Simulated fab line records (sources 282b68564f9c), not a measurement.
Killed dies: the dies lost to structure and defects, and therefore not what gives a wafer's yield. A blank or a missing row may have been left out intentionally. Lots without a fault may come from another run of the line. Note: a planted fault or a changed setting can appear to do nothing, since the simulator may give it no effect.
A struck lot beside a sound one -- flow rit_cmos -- 17 out of 202 route steps
Sound: wafers L325.1, L325.4, L325.5. Wafers L332.2, L332.4, L332.5 were the ones struck. The cause is given at the end.
For every step that has rows: the tool of each side, followed by ch and its chambers, followed by its first start. Under that, the readings that differ: sound wafers -- struck wafers -- difference of the means -- sigmas: that difference in standard deviations of wafers without a fault.
alike: readings whose means differ by less than 2 such deviations, and words and numbers that are the same on both sides. not compared: withheld readings, readings that some wafer has no value for, bounds like >300 that may hide the same value, and numbers for which the record gives no deviation and whose values overlap.
A row with sigmas, a row that says differs or no value, or rows on one side alone: a step with any of these is where the two part. When numbers do not overlap yet have no deviation, they are printed without sigmas and do not part them. A reading that every wafer of one side lacks parts them only if that side has two wafers or more.

RIT_SILICIDE_RTA_06: time 10.37 s, ramp up 5 s, ramp down 10 s.
  sound on rtp_anneal-02 ch 0, day 3 19:50; struck on rtp_anneal-01 ch 0, day 5 12:34
reading,sound,struck,difference,sigmas
chamber_o2_ppm,1.962 1.978 1.973,2.015 1.999 2.035,+0.045,+2
  alike: wafer_temp_C_max
RIT_CONTACT_CVD_00: deposits SiO2 from TEOS, target thk 400 nm, time 61 s.
  sound on pecvd-01 ch 0,1, day 3 19:54; struck on pecvd-02 ch 1,2, day 5 12:37
  alike: heater_power_w
  not compared: since_wet_clean_h
RIT_CONTACT_THK_MEAS_01:
  sound on film_metro-01 at day 3 19:57; struck on film_metro-03 at day 5 12:41
  alike: CONTACT_TEOS_THK
then, 6 steps without rows for these wafers: RIT_CONTACT_HMDS_02 (prime time 60 s); RIT_CONTACT_COAT_03 (resist thk 1000 nm); RIT_CONTACT_SOFTBAKE_04 (time 60 s); RIT_CONTACT_EXPOSE_05 (exposes mask M11, target cd 1000 nm); RIT_CONTACT_PEB_06; RIT_CONTACT_DEVELOP_07 (develop time 120 s).
RIT_CONTACT_CD_MEAS_08: the cd target is 1000 nm.
  sound on cd_sem-02 at day 3 20:59; struck on cd_sem-01 at day 5 14:03
  alike: cd_nm
RIT_CONTACT_OVL_MEAS_09:
  sound on overlay-01 at day 3 21:06; struck on overlay-02 at day 5 14:10
  alike: CONTACT_OVL
then, 1 step without rows for these wafers: RIT_CONTACT_HARDBAKE_10 (time 60 s).
RIT_CONTACT_ETCH_11: etches SiO2 in CHF3/CF4/Ar, stops on TiSi2, target depth 480 nm, time 320 s.
  sound on rie_diel-04 ch 0,1,2, day 3 21:17; struck on rie_diel-02 ch 1,3, day 5 14:20
  no value came back on the struck wafers for any of 7 readings (CHF3_flow_sccm (sccm), O2_flow_sccm (sccm) and others); on the sound wafers CHF3_flow_sccm (sccm) reads 50.21 49.97 50.07
reading,sound,struck,difference,sigmas
model.NOVOLAK_of_CONTACT_COAT_03.thk_nm (nm),774.6 771.7 767.4,884.6 879.9 883.7,+111.5,
  not compared: rf_hours_counter_h
RIT_CONTACT_STRIP_12: strips in O2, time 180 s.
  sound on plasma_asher-01 ch 0, day 3 21:29; struck on plasma_asher-01 ch 1, day 5 14:32
reading,sound,struck,difference,sigmas
drypump_motor_current_A (A),5.67 5.65 5.64,6.35 6.35 6.34,+0.69,+3
  not compared: rf_hours_counter_h
RIT_CONTACT_CD_MEAS_90: the cd target is 1000 nm.
  sound on cd_sem-02 at day 3 21:39; struck on cd_sem-01 at day 5 14:44
reading,sound,struck,difference,sigmas
cd_nm (nm),1001.1 1002.3 1002.2,- - -,no value on the struck wafers,
then, 1 step without rows for these wafers: RIT_CONTACT_CLEAN_13 (cleans in SC1, time 600 s).
RIT_M1_PROBE_99:
  sound on prober-02 at day 4 02:19; struck on prober-01 at day 5 19:26
reading,sound,struck,difference,sigmas
killed_at_contacts,0 0 0,262 258 261,+260,+99 or more
killed_dies,9 7 6,264 264 264,+257,+89
killed_on_rim,1 1 2,70 70 70,+69,+53
  alike: killed_at_front_end, killed_open, killed_short

## WHERE THEY PART
First at RIT_SILICIDE_RTA_06; last, within this record, at RIT_M1_PROBE_99.

WHY: the cause the simulator had injected
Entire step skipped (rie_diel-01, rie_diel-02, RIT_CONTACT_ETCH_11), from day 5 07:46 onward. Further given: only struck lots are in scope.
